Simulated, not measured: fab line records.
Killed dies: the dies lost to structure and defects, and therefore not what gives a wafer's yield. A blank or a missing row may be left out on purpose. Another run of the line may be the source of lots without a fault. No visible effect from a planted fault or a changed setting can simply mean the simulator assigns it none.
fab line records / flow ritCmos
[record] lots = 5 wafers = 15 lastDay = 7
route steps=202 shown ACTIVE@1 M1@202
lots that met no fault: from a run of the same line without faults
startH: hours from the record's first day to the start of the lot's first wafer shown / waitH: time in hours since the lot's previous step / " the same as in the row above / L1.1+2: one row covering several wafers at once / - no value, or no start was given / * or withheld: withheld / < > ~ a bound
route shown NAME@n: a module of which the file shows steps, and the number in the route of the first / usual: mean and standard deviation over wafers with no fault / same: alike in all rows / chamber/n: place in a boat / sites: each site's reading / _std_site: the standard deviation of these / _edge_site: the outer-site mean with the inner-site mean subtracted / radiusMm: how far each site lies from the wafer's centre / mask NAME#n: copy n / behind: the tool/chamber that last shaped the wafer / hold: reason for holding the lot/hours on hold/outcome of the hold / device: the transistor (n, p or np) that didn't switch / end of line: tests run on the same wafers once the route is complete / a step without rows: its recipe alone / killed: at the first sort, the dies lost to defects and structure; wafer yield is something else / map: dies across one wafer; x = killed, . = not, _ = none there
set.NAME: the setting as run; set.NAME@STEP: as run at that earlier step / model.NAME: the simulator's own value behind a step, which no gauge read
lots seen at some steps along the route; tables by step, rows by wafer
services: the hour from which a tool's chamber was out of use, counted from the record's first day as startH (under 0 if before that day), plus the number of hours and why
[[steps]]
[step RIT_ACTIVE_BOW_MEAS_00]
[recipe] mode = bow
[usual] INCOMING_BOW = -1/6.9
lot.wafer=L770.2 tool=filmMetro-04 chamber=- startH=10.02 waitH=- INCOMING_BOW[um]=4
lot.wafer=L770.3 tool=filmMetro-04 chamber=- startH=10.02 waitH=- INCOMING_BOW[um]=-1
lot.wafer=L770.6 tool=filmMetro-04 chamber=- startH=10.02 waitH=- INCOMING_BOW[um]=-4
lot.wafer=L774.3 tool=filmMetro-01 chamber=- startH=30.04 waitH=- INCOMING_BOW[um]=4
lot.wafer=L774.4 tool=filmMetro-01 chamber=- startH=30.04 waitH=- INCOMING_BOW[um]=-8
lot.wafer=L774.6 tool=filmMetro-01 chamber=- startH=30.04 waitH=- INCOMING_BOW[um]=5
lot.wafer=L779.2 tool=filmMetro-03 chamber=- startH=55.02 waitH=- INCOMING_BOW[um]=-3
lot.wafer=L779.5 tool=filmMetro-03 chamber=- startH=55.02 waitH=- INCOMING_BOW[um]=-5
lot.wafer=L779.6 tool=filmMetro-03 chamber=- startH=55.02 waitH=- INCOMING_BOW[um]=9
lot.wafer=L786.2 tool=filmMetro-03 chamber=- startH=90.02 waitH=- INCOMING_BOW[um]=0
lot.wafer=L786.4 tool=filmMetro-03 chamber=- startH=90.02 waitH=- INCOMING_BOW[um]=-7
lot.wafer=L786.5 tool=filmMetro-03 chamber=- startH=90.02 waitH=- INCOMING_BOW[um]=12
lot.wafer=L793.3 tool=filmMetro-03 chamber=- startH=125.04 waitH=- INCOMING_BOW[um]=-10
lot.wafer=L793.4 tool=filmMetro-03 chamber=- startH=125.04 waitH=- INCOMING_BOW[um]=3
lot.wafer=L793.5 tool=filmMetro-03 chamber=- startH=125.04 waitH=- INCOMING_BOW[um]=-2
[step RIT_ACTIVE_OXIDATION_01]
[recipe] tempC = 1000 ambient = O2 targetThkA = 468 oxTimeS = 3360
[step RIT_ACTIVE_THK_MEAS_02]
[recipe] reads = SiO2_of_ACTIVE_OXIDATION_01
[usual] ACTIVE_OXIDE_THK = 46.4/0.95
lot.wafer=L770.2 tool=filmMetro-01 chamber=- startH=13.50 waitH=0.0 ACTIVE_OXIDE_THK[nm]=47.4
lot.wafer=L770.3 tool=filmMetro-01 chamber=- startH=13.50 waitH=0.0 ACTIVE_OXIDE_THK[nm]=47.2
lot.wafer=L770.6 tool=filmMetro-01 chamber=- startH=13.50 waitH=0.0 ACTIVE_OXIDE_THK[nm]=47.4
lot.wafer=L774.3 tool=filmMetro-03 chamber=- startH=32.07 waitH=0.0 ACTIVE_OXIDE_THK[nm]=47.1
lot.wafer=L774.4 tool=filmMetro-03 chamber=- startH=32.07 waitH=0.0 ACTIVE_OXIDE_THK[nm]=47.0
lot.wafer=L774.6 tool=filmMetro-03 chamber=- startH=32.07 waitH=0.0 ACTIVE_OXIDE_THK[nm]=46.5
lot.wafer=L779.2 tool=filmMetro-01 chamber=- startH=57.06 waitH=0.0 ACTIVE_OXIDE_THK[nm]=46.8
lot.wafer=L779.5 tool=filmMetro-01 chamber=- startH=57.06 waitH=0.0 ACTIVE_OXIDE_THK[nm]=46.0
lot.wafer=L779.6 tool=filmMetro-01 chamber=- startH=57.06 waitH=0.0 ACTIVE_OXIDE_THK[nm]=46.2
lot.wafer=L786.2 tool=filmMetro-03 chamber=- startH=94.64 waitH=0.0 ACTIVE_OXIDE_THK[nm]=46.2
lot.wafer=L786.4 tool=filmMetro-03 chamber=- startH=94.64 waitH=0.0 ACTIVE_OXIDE_THK[nm]=46.3
lot.wafer=L786.5 tool=filmMetro-03 chamber=- startH=94.64 waitH=0.0 ACTIVE_OXIDE_THK[nm]=46.9
lot.wafer=L793.3 tool=filmMetro-01 chamber=- startH=127.07 waitH=0.0 ACTIVE_OXIDE_THK[nm]=47.5
lot.wafer=L793.4 tool=filmMetro-01 chamber=- startH=127.07 waitH=0.0 ACTIVE_OXIDE_THK[nm]=47.2
lot.wafer=L793.5 tool=filmMetro-01 chamber=- startH=127.07 waitH=0.0 ACTIVE_OXIDE_THK[nm]=46.9
[step RIT_ACTIVE_CVD_03]
[recipe] material = Si3N4 targetThkNm = 150 tempC = 810 precursor = SiH2Cl2/NH3 timeS = 1500 pressureMtorr = 300 sih2cl2FlowSccm = 60 nh3FlowSccm = 150
[step RIT_ACTIVE_THK_MEAS_04]
[recipe] reads = Si3N4_of_ACTIVE_CVD_03
[usual] ACTIVE_NITRIDE_THK = 150.2/1.5
lot.wafer=L770.2 tool=filmMetro-04 chamber=- startH=14.98 waitH=0.0 ACTIVE_NITRIDE_THK[nm]=150.1
lot.wafer=L770.3 tool=filmMetro-04 chamber=- startH=14.98 waitH=0.0 ACTIVE_NITRIDE_THK[nm]=150.4
lot.wafer=L770.6 tool=filmMetro-04 chamber=- startH=14.98 waitH=0.0 ACTIVE_NITRIDE_THK[nm]=149.3
lot.wafer=L774.3 tool=filmMetro-04 chamber=- startH=33.61 waitH=0.1 ACTIVE_NITRIDE_THK[nm]=151.6
lot.wafer=L774.4 tool=filmMetro-04 chamber=- startH=33.61 waitH=0.1 ACTIVE_NITRIDE_THK[nm]=152.0
lot.wafer=L774.6 tool=filmMetro-04 chamber=- startH=33.61 waitH=0.1 ACTIVE_NITRIDE_THK[nm]=150.8
lot.wafer=L779.2 tool=filmMetro-04 chamber=- startH=58.54 waitH=0.0 ACTIVE_NITRIDE_THK[nm]=150.5
lot.wafer=L779.5 tool=filmMetro-04 chamber=- startH=58.54 waitH=0.0 ACTIVE_NITRIDE_THK[nm]=148.1
lot.wafer=L779.6 tool=filmMetro-04 chamber=- startH=58.54 waitH=0.0 ACTIVE_NITRIDE_THK[nm]=150.4
lot.wafer=L786.2 tool=filmMetro-03 chamber=- startH=96.12 waitH=0.0 ACTIVE_NITRIDE_THK[nm]=149.9
lot.wafer=L786.4 tool=filmMetro-03 chamber=- startH=96.12 waitH=0.0 ACTIVE_NITRIDE_THK[nm]=150.4
lot.wafer=L786.5 tool=filmMetro-03 chamber=- startH=96.12 waitH=0.0 ACTIVE_NITRIDE_THK[nm]=150.8
lot.wafer=L793.3 tool=filmMetro-04 chamber=- startH=128.55 waitH=0.0 ACTIVE_NITRIDE_THK[nm]=146.2
lot.wafer=L793.4 tool=filmMetro-04 chamber=- startH=128.55 waitH=0.0 ACTIVE_NITRIDE_THK[nm]=146.6
lot.wafer=L793.5 tool=filmMetro-04 chamber=- startH=128.55 waitH=0.0 ACTIVE_NITRIDE_THK[nm]=147.3
[step RIT_ACTIVE_HMDS_05]
[recipe] primeTimeS = 62.34 primeTempC = 140
[step RIT_ACTIVE_COAT_06]
[recipe] resist = NOVOLAK spinRpm = 3250 resistThkNm = 1000
[step RIT_ACTIVE_SOFTBAKE_07]
[recipe] resist = NOVOLAK tempC = 90 timeS = 60
[step RIT_ACTIVE_EXPOSE_08]
[recipe] maskId = M1 na = 0.6 sourceShape = conventional sigmaOuter = 0.6 targetCdNm = 1400 doseMj = 225
[usual] exposureDoseMJCm2 = 224.92/0.23
lot.wafer=L770.2 tool=ilineStepper-01 chamber=0 startH=15.50 waitH=0.1 mask=M1#0 exposureDoseMJCm2=225.23
lot.wafer=L770.3 tool=ilineStepper-01 chamber=0 startH=15.50 waitH=0.1 mask=M1#0 exposureDoseMJCm2=225.14
lot.wafer=L770.6 tool=ilineStepper-01 chamber=0 startH=15.50 waitH=0.1 mask=M1#0 exposureDoseMJCm2=225.59
lot.wafer=L774.3 tool=ilineStepper-01 chamber=0 startH=34.14 waitH=0.1 mask=M1#0 exposureDoseMJCm2=225.01
lot.wafer=L774.4 tool=ilineStepper-01 chamber=0 startH=34.14 waitH=0.1 mask=M1#0 exposureDoseMJCm2=225.12
lot.wafer=L774.6 tool=ilineStepper-01 chamber=0 startH=34.14 waitH=0.1 mask=M1#0 exposureDoseMJCm2=225.31
lot.wafer=L779.2 tool=ilineStepper-01 chamber=0 startH=59.30 waitH=0.2 mask=M1#0 exposureDoseMJCm2=224.88
lot.wafer=L779.5 tool=ilineStepper-01 chamber=0 startH=59.30 waitH=0.2 mask=M1#0 exposureDoseMJCm2=225.08
lot.wafer=L779.6 tool=ilineStepper-01 chamber=0 startH=59.30 waitH=0.2 mask=M1#0 exposureDoseMJCm2=224.85
lot.wafer=L786.2 tool=ilineStepper-01 chamber=0 startH=96.76 waitH=0.2 mask=M1#0 exposureDoseMJCm2=223.34
lot.wafer=L786.4 tool=ilineStepper-01 chamber=0 startH=96.76 waitH=0.2 mask=M1#0 exposureDoseMJCm2=223.42
lot.wafer=L786.5 tool=ilineStepper-01 chamber=0 startH=96.76 waitH=0.2 mask=M1#0 exposureDoseMJCm2=223.27
lot.wafer=L793.3 tool=ilineStepper-02 chamber=0 startH=129.08 waitH=0.1 mask=M1#0 exposureDoseMJCm2=224.86
lot.wafer=L793.4 tool=ilineStepper-02 chamber=0 startH=129.08 waitH=0.1 mask=M1#0 exposureDoseMJCm2=224.66
lot.wafer=L793.5 tool=ilineStepper-02 chamber=0 startH=129.08 waitH=0.1 mask=M1#0 exposureDoseMJCm2=224.79
[step RIT_ACTIVE_PEB_09]
[recipe] resist = NOVOLAK tempC = withheld timeS = withheld
[step RIT_ACTIVE_DEVELOP_10]
[recipe] resist = NOVOLAK developTimeS = 50 devTempC = 23
[step RIT_ACTIVE_CD_MEAS_11]
[recipe] targetCdNm = 1400
[usual] cdNm = 1399.2/3
lot.wafer=L770.2 tool=cdSem-01 chamber=- startH=15.90 waitH=- cdNm=1398.5
lot.wafer=L770.3 tool=cdSem-01 chamber=- startH=15.90 waitH=- cdNm=1397.9
lot.wafer=L770.6 tool=cdSem-01 chamber=- startH=15.90 waitH=- cdNm=1397.7
lot.wafer=L774.3 tool=cdSem-01 chamber=- startH=34.54 waitH=- cdNm=1396.8
lot.wafer=L774.4 tool=cdSem-01 chamber=- startH=34.54 waitH=- cdNm=1393.0
lot.wafer=L774.6 tool=cdSem-01 chamber=- startH=34.54 waitH=- cdNm=1397.5
lot.wafer=L779.2 tool=cdSem-02 chamber=- startH=59.72 waitH=- cdNm=1403.3
lot.wafer=L779.5 tool=cdSem-02 chamber=- startH=59.72 waitH=- cdNm=1404.2
lot.wafer=L779.6 tool=cdSem-02 chamber=- startH=59.72 waitH=- cdNm=1405.3
lot.wafer=L786.2 tool=cdSem-01 chamber=- startH=97.16 waitH=- cdNm=1392.4
lot.wafer=L786.4 tool=cdSem-01 chamber=- startH=97.16 waitH=- cdNm=1386.8
lot.wafer=L786.5 tool=cdSem-01 chamber=- startH=97.16 waitH=- cdNm=1394.9
lot.wafer=L793.3 tool=cdSem-01 chamber=- startH=129.48 waitH=- cdNm=1402.7
lot.wafer=L793.4 tool=cdSem-01 chamber=- startH=129.48 waitH=- cdNm=1403.3
lot.wafer=L793.5 tool=cdSem-01 chamber=- startH=129.48 waitH=- cdNm=1405.6
[step RIT_ACTIVE_HARDBAKE_12]
[recipe] resist = NOVOLAK tempC = 140 timeS = 60
[step RIT_ACTIVE_ETCH_13]
[recipe] stopOn = SiO2 chemistry = SF6 target = Si3N4 timeS = 210 overEtchFrac = 0.4 SF6_flow_sccm = 200 pressureMtorr = 260 rfW = 125 targetDepthA = 2100
[usual] drypumpMotorCurrentA = 5.6/0.54 oesProductAu = 0.818/0.012 throttleValvePct = 7.50/0.14
lot.wafer=L770.2 tool=rieDiel-03 chamber=2 startH=16.15 waitH=0.1 drypumpMotorCurrentA=4.8 oesProductAu=0.819 rfHoursCounterH=80 throttleValvePct=7.28 model.ACTIVE.cdNm=1398
lot.wafer=L770.3 tool=rieDiel-03 chamber=1 startH=16.15 waitH=0.1 drypumpMotorCurrentA=6.5 oesProductAu=0.841 rfHoursCounterH=5 throttleValvePct=7.27 model.ACTIVE.cdNm=1398
lot.wafer=L770.6 tool=rieDiel-03 chamber=2 startH=16.15 waitH=0.1 drypumpMotorCurrentA=4.9 oesProductAu=0.822 rfHoursCounterH=- throttleValvePct=7.25 model.ACTIVE.cdNm=1398
lot.wafer=L774.3 tool=rieDiel-03 chamber=0 startH=34.77 waitH=0.1 drypumpMotorCurrentA=5.8 oesProductAu=0.814 rfHoursCounterH=7 throttleValvePct=7.48 model.ACTIVE.cdNm=1397
lot.wafer=L774.4 tool=rieDiel-03 chamber=3 startH=34.77 waitH=0.1 drypumpMotorCurrentA=6.1 oesProductAu=0.827 rfHoursCounterH=143 throttleValvePct=7.63 model.ACTIVE.cdNm=1393
lot.wafer=L774.6 tool=rieDiel-03 chamber=0 startH=34.77 waitH=0.1 drypumpMotorCurrentA=5.8 oesProductAu=0.808 rfHoursCounterH=- throttleValvePct=7.48 model.ACTIVE.cdNm=1397
lot.wafer=L779.2 tool=rieDiel-04 chamber=0 startH=59.97 waitH=0.1 drypumpMotorCurrentA=5.1 oesProductAu=0.828 rfHoursCounterH=61 throttleValvePct=7.43 model.ACTIVE.cdNm=1403
lot.wafer=L779.5 tool=rieDiel-04 chamber=0 startH=59.97 waitH=0.1 drypumpMotorCurrentA=5.1 oesProductAu=0.815 rfHoursCounterH=- throttleValvePct=7.42 model.ACTIVE.cdNm=1404
lot.wafer=L779.6 tool=rieDiel-04 chamber=3 startH=59.97 waitH=0.1 drypumpMotorCurrentA=5.8 oesProductAu=0.794 rfHoursCounterH=- throttleValvePct=7.45 model.ACTIVE.cdNm=1406
lot.wafer=L786.2 tool=rieDiel-04 chamber=2 startH=97.41 waitH=0.1 drypumpMotorCurrentA=6.0 oesProductAu=0.818 rfHoursCounterH=31 throttleValvePct=7.64 model.ACTIVE.cdNm=1392
lot.wafer=L786.4 tool=rieDiel-04 chamber=3 startH=97.41 waitH=0.1 drypumpMotorCurrentA=5.8 oesProductAu=0.798 rfHoursCounterH=1 throttleValvePct=7.46 model.ACTIVE.cdNm=1387
lot.wafer=L786.5 tool=rieDiel-04 chamber=2 startH=97.41 waitH=0.1 drypumpMotorCurrentA=6.0 oesProductAu=0.819 rfHoursCounterH=- throttleValvePct=7.66 model.ACTIVE.cdNm=1395
lot.wafer=L793.3 tool=rieDiel-04 chamber=0 startH=129.71 waitH=0.1 drypumpMotorCurrentA=5.1 oesProductAu=0.809 rfHoursCounterH=62 throttleValvePct=7.43 model.ACTIVE.cdNm=1403
lot.wafer=L793.4 tool=rieDiel-04 chamber=1 startH=129.71 waitH=0.1 drypumpMotorCurrentA=5.0 oesProductAu=0.807 rfHoursCounterH=109 throttleValvePct=7.57 model.ACTIVE.cdNm=-
lot.wafer=L793.5 tool=rieDiel-04 chamber=3 startH=129.71 waitH=0.1 drypumpMotorCurrentA=5.8 oesProductAu=0.795 rfHoursCounterH=- throttleValvePct=7.45 model.ACTIVE.cdNm=1406
[step RIT_ACTIVE_STRIP_14]
[recipe] chemistry = O2 timeS = 180 resist = NOVOLAK platenTempC = withheld powerW = 500 pressureMtorr = 4000 o2FlowSccm = 4000
[usual] drypumpMotorCurrentA = 5.8/0.38 o2FlowSccm = 3998/12 rfReflPowerW = 6.6/1
lot.wafer=L770.2 tool=plasmaAsher-04 chamber=0 startH=16.28 waitH=0.1 drypumpMotorCurrentA=5.6 o2FlowSccm=3995 rfHoursCounterH=20 rfReflPowerW=5.1
lot.wafer=L770.3 tool=plasmaAsher-04 chamber=0 startH=16.28 waitH=0.1 drypumpMotorCurrentA=5.6 o2FlowSccm=3995 rfHoursCounterH=- rfReflPowerW=5.0
lot.wafer=L770.6 tool=plasmaAsher-04 chamber=0 startH=16.28 waitH=0.1 drypumpMotorCurrentA=5.5 o2FlowSccm=3998 rfHoursCounterH=- rfReflPowerW=4.8
lot.wafer=L774.3 tool=plasmaAsher-02 chamber=1 startH=34.97 waitH=0.1 drypumpMotorCurrentA=5.8 o2FlowSccm=3999 rfHoursCounterH=- rfReflPowerW=7.7
lot.wafer=L774.4 tool=plasmaAsher-02 chamber=0 startH=34.97 waitH=0.1 drypumpMotorCurrentA=6.6 o2FlowSccm=4024 rfHoursCounterH=- rfReflPowerW=6.3
lot.wafer=L774.6 tool=plasmaAsher-02 chamber=0 startH=34.97 waitH=0.1 drypumpMotorCurrentA=6.6 o2FlowSccm=3997 rfHoursCounterH=- rfReflPowerW=6.4
lot.wafer=L779.2 tool=plasmaAsher-04 chamber=1 startH=60.10 waitH=0.1 drypumpMotorCurrentA=5.4 o2FlowSccm=4002 rfHoursCounterH=25 rfReflPowerW=7.5
lot.wafer=L779.5 tool=plasmaAsher-04 chamber=1 startH=60.10 waitH=0.1 drypumpMotorCurrentA=5.4 o2FlowSccm=3982 rfHoursCounterH=- rfReflPowerW=7.3
lot.wafer=L779.6 tool=plasmaAsher-04 chamber=0 startH=60.10 waitH=0.1 drypumpMotorCurrentA=5.6 o2FlowSccm=4008 rfHoursCounterH=- rfReflPowerW=5.0
lot.wafer=L786.2 tool=plasmaAsher-02 chamber=1 startH=97.55 waitH=0.1 drypumpMotorCurrentA=5.8 o2FlowSccm=4008 rfHoursCounterH=51 rfReflPowerW=7.8
lot.wafer=L786.4 tool=plasmaAsher-02 chamber=1 startH=97.55 waitH=0.1 drypumpMotorCurrentA=5.8 o2FlowSccm=3992 rfHoursCounterH=- rfReflPowerW=8.1
lot.wafer=L786.5 tool=plasmaAsher-02 chamber=0 startH=97.55 waitH=0.1 drypumpMotorCurrentA=6.6 o2FlowSccm=4004 rfHoursCounterH=- rfReflPowerW=6.2
lot.wafer=L793.3 tool=plasmaAsher-04 chamber=1 startH=129.90 waitH=0.1 drypumpMotorCurrentA=5.4 o2FlowSccm=3980 rfHoursCounterH=- rfReflPowerW=7.3
lot.wafer=L793.4 tool=plasmaAsher-04 chamber=0 startH=129.90 waitH=0.1 drypumpMotorCurrentA=5.6 o2FlowSccm=3980 rfHoursCounterH=- rfReflPowerW=5.0
lot.wafer=L793.5 tool=plasmaAsher-04 chamber=0 startH=129.90 waitH=0.1 drypumpMotorCurrentA=5.6 o2FlowSccm=3982 rfHoursCounterH=- rfReflPowerW=4.8
[step RIT_M1_PROBE_99]
[usual] killedAtContacts = 0.1/0.29 killedAtFrontEnd = 7/3 killedDies = 7/3 killedOpen = 3.2/2 killedShort = 3.5/2.1
[same] grossDies = 264 killed_at_M0_to_M3 = 0 killed_at_M4_up = 0 killedAtBackSide = 0 killedAtOther = 0
lot.wafer=L770.2 tool=prober-02 chamber=- startH=57.61 waitH=0.1 killedAtContacts=0 killedAtFrontEnd=3 killedDies=3 killedOpen=1 killedShort=2
lot.wafer=L770.3 tool=prober-02 chamber=- startH=57.66 waitH=0.2 killedAtContacts=0 killedAtFrontEnd=9 killedDies=9 killedOpen=7 killedShort=2
lot.wafer=L770.6 tool=prober-02 chamber=- startH=57.81 waitH=0.2 killedAtContacts=0 killedAtFrontEnd=8 killedDies=8 killedOpen=0 killedShort=8
lot.wafer=L779.2 tool=prober-01 chamber=- startH=105.04 waitH=0.1 killedAtContacts=0 killedAtFrontEnd=5 killedDies=5 killedOpen=3 killedShort=2
lot.wafer=L779.5 tool=prober-01 chamber=- startH=105.19 waitH=0.2 killedAtContacts=0 killedAtFrontEnd=4 killedDies=4 killedOpen=2 killedShort=2
lot.wafer=L779.6 tool=prober-01 chamber=- startH=105.24 waitH=0.2 killedAtContacts=0 killedAtFrontEnd=7 killedDies=7 killedOpen=6 killedShort=1
lot.wafer=L786.2 tool=prober-02 chamber=- startH=143.76 waitH=0.1 killedAtContacts=0 killedAtFrontEnd=11 killedDies=11 killedOpen=8 killedShort=3
lot.wafer=L786.4 tool=prober-02 chamber=- startH=143.86 waitH=0.2 killedAtContacts=0 killedAtFrontEnd=7 killedDies=7 killedOpen=5 killedShort=2
lot.wafer=L786.5 tool=prober-02 chamber=- startH=143.91 waitH=0.2 killedAtContacts=0 killedAtFrontEnd=8 killedDies=8 killedOpen=3 killedShort=5
lot.wafer=L793.3 tool=prober-01 chamber=- startH=173.41 waitH=0.2 killedAtContacts=0 killedAtFrontEnd=5 killedDies=5 killedOpen=3 killedShort=2
lot.wafer=L793.4 tool=prober-01 chamber=- startH=173.46 waitH=0.2 killedAtContacts=0 killedAtFrontEnd=8 killedDies=8 killedOpen=4 killedShort=4
lot.wafer=L793.5 tool=prober-01 chamber=- startH=173.51 waitH=0.2 killedAtContacts=1 killedAtFrontEnd=8 killedDies=9 killedOpen=3 killedShort=6
// killed by level:class
L770.2 GATE:geometricParticle:short=1 SPACER:geometricParticle:short=1 SILICIDE:geometricParticle:open=1
L770.3 GATE:geometricParticle:open=4 FOX2:geometricParticle:short=1 FOX2:geometricParticle:open=1 GATE:geometricParticle:short=1 REOX:geometricParticle:open=1 SILICIDE:geometricParticle:open=1
L770.6 GATE:geometricParticle:short=3 FOX2:geometricParticle:short=2 REOX:geometricParticle:short=2 SILICIDE:geometricParticle:short=1
L779.2 GATE:geometricParticle:open=3 SILICIDE:geometricParticle:short=2
L779.5 FOX2:geometricParticle:short=1 GATE:geometricParticle:short=1 SPACER:geometricParticle:open=1 SILICIDE:geometricParticle:open=1
L779.6 GATE:geometricParticle:open=4 FOX1:geometricParticle:short=1 FOX1:geometricParticle:open=1 SPACER:geometricParticle:open=1
L786.2 GATE:geometricParticle:open=3 REOX:geometricParticle:open=2 SILICIDE:geometricParticle:open=2 FOX1:geometricParticle:short=1 SPACER:geometricParticle:open=1 SPACER:geometricParticle:short=1 SILICIDE:geometricParticle:short=1
L786.4 GATE:geometricParticle:open=2 FOX1:geometricParticle:open=1 SPACER:geometricParticle:open=1 SPACER:geometricParticle:short=1 SILICIDE:geometricParticle:open=1 SILICIDE:geometricParticle:short=1
L786.5 SPACER:geometricParticle:short=3 SILICIDE:geometricParticle:short=2 GATE:geometricParticle:open=1 REOX:geometricParticle:open=1 SPACER:geometricParticle:open=1
L793.3 FOX1:geometricParticle:open=1 GATE:geometricParticle:open=1 SPACER:geometricParticle:open=1 SPACER:geometricParticle:short=1 SILICIDE:geometricParticle:short=1
L793.4 GATE:geometricParticle:short=2 GATE:geometricParticle:open=2 FOX2:geometricParticle:open=1 FOX2:geometricParticle:short=1 REOX:geometricParticle:open=1 SPACER:geometricParticle:short=1
L793.5 GATE:geometricParticle:short=4 FOX1:geometricParticle:short=1 FOX2:geometricParticle:short=1 GATE:geometricParticle:open=1 SILICIDE:geometricParticle:open=1 CONTACT:geometricParticle:open=1
[[services]]
tool=rieDiel-04 chamber=3 startH=-8.07 hours=- kind=clean
tool=rieDiel-04 chamber=3 startH=-8.07 hours=10.2 kind=scheduledDown
tool=rieDiel-04 chamber=3 startH=-8.07 hours=10.2 kind=ventCycle
tool=rieDiel-03 chamber=- startH=11.25 hours=2.8 kind=pm
tool=plasmaAsher-04 chamber=- startH=28.62 hours=1.2 kind=repair
tool=plasmaAsher-04 chamber=- startH=53.58 hours=5.2 kind=repair
tool=plasmaAsher-04 chamber=- startH=67.21 hours=15.6 kind=pm
tool=ilineStepper-01 chamber=- startH=79.31 hours=13.3 kind=repair
tool=plasmaAsher-04 chamber=- startH=96.40 hours=2.3 kind=repair
tool=rieDiel-04 chamber=2 startH=103.00 hours=3.8 kind=repair
tool=plasmaAsher-02 chamber=- startH=108.75 hours=9.0 kind=pm
tool=plasmaAsher-02 chamber=0 startH=108.75 hours=9.0 kind=ventCycle
tool=plasmaAsher-02 chamber=1 startH=108.75 hours=9.0 kind=ventCycle
tool=plasmaAsher-02 chamber=0 startH=117.75 hours=- kind=clean
tool=plasmaAsher-02 chamber=1 startH=117.75 hours=- kind=clean
tool=ilineStepper-02 chamber=- startH=120.35 hours=2.1 kind=pm
tool=ilineStepper-02 chamber=- startH=122.44 hours=- kind=consumableReplace:lamp
[[key]]
[firstSign] step = RIT_ACTIVE_EXPOSE_08 reading = exposureDoseMJCm2 direction = down sigmas = 6.8 usual = 224.92 struck = 223.35
[effect] step = RIT_ACTIVE_CD_MEAS_11 reading = cdNm direction = down sigmas = 2.6 usual = 1399.2 struck = 1391.4 through = controlLoop
[modelEffect] step = RIT_ACTIVE_ETCH_13 value = ACTIVE.cdNm without = 1402 struck = 1391
metAt RIT_ACTIVE_EXPOSE_08
struckWafers L786.2,L786.4,L786.5
testerLeftOut L786
[loopTrim] step = RIT_ACTIVE_EXPOSE_08 setting = dose lots = L786
onsetBetween 59.30 96.76
[fault] kind = processParameterDrift tool = ilineStepper-01 chamber = - onsetH = 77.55 steps = RIT_ACTIVE_EXPOSE_08 channel = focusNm offset = 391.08 spreadByWafer = 0.3 shape = step endH = 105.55
// testerLeftOut: of these lots the tester's yield and bins aren't shown, on N5 and GAA mostly nor the transistor test; their killed dies are dies lost to structure and defects alone, not to doping, threshold or leakage, so they don't give the yield
// loopTrim: a control loop set the setting to another value than it would have without faults
